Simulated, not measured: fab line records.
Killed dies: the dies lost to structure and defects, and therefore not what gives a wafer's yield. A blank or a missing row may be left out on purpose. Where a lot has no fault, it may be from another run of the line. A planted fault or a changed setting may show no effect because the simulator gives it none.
Matching of chambers	flow berkeley-cmos170	4 sister chambers for UCB170_V2_CMP_02 on cmp-01
The step polishes SiO2. 14 wafers are shown with their chamber, then 7 later ones without.

== EACH WAFER AND ITS CHAMBER ==
wafer	chamber	motor-current-A (A)	retaining-ring-pressure-frac
L130.1	0	14.9	1.003
L130.2	3	17.3	0.994
L130.3	1	15.2	1.001
L129.1	2	16.0	0.998
L129.2	3	16.9	1.003
L129.3	0	14.1	1.002
L144.1	2	16.5	1.003
L144.5	3	17.6	0.999
L144.6	2	16.4	1.001
L145.3	3	17.7	0.999
L145.5	3	16.7	1.007
L145.6	2	16.0	0.995
L146.1	0	14.5	1.007
L146.5	3	16.6	0.998

SIGNATURES (means of the wafers above)
reading	chamber 0	chamber 1	chamber 2	chamber 3	scatter within a chamber
motor-current-A	14.500	15.200	16.225	17.133	0.403
retaining-ring-pressure-frac	1.00400	1.00100	0.99925	1.00000	0.00388
Rule: for each reading, subtract the chamber's mean from the wafer's reading, divide by that reading's scatter and square the result; add these up over the readings and take the root, which gives the wafer's distance from the chamber. The wafer belongs to the nearest chamber; if the next one is less than 2 further off, it can't be placed. How the scatter is found: for the shown wafers, subtract from each reading the mean of its chamber, square and add these, divide the total by (wafers less chambers), then take the root.

== WAFERS WITHOUT THEIR CHAMBER ==
wafer	motor-current-A (A)	retaining-ring-pressure-frac
L146.6	16.9	0.995
L148.1	15.8	1.009
L148.2	17.4	0.996
L148.4	14.4	1.010
L151.1	17.2	0.994
L151.2	16.5	1.001
L151.4	16.1	0.996

== WHICH CHAMBER EACH WENT THROUGH ==
wafer	from the rows above	in truth
L146.6	can't be placed: 3 or 2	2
L148.1	can't be placed: 1 or 2 or 0 or 3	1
L148.2	can't be placed: 3 or 2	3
L148.4	can't be placed: 0 or 1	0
L151.1	can't be placed: 3 or 2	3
L151.2	can't be placed: 2 or 3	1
L151.4	can't be placed: 2 or 1 or 3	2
Correct placement for 0 of the 7. From these rows, 7 cannot be placed; in 6 the true chamber is one of the candidates. Wrongly placed: 0.
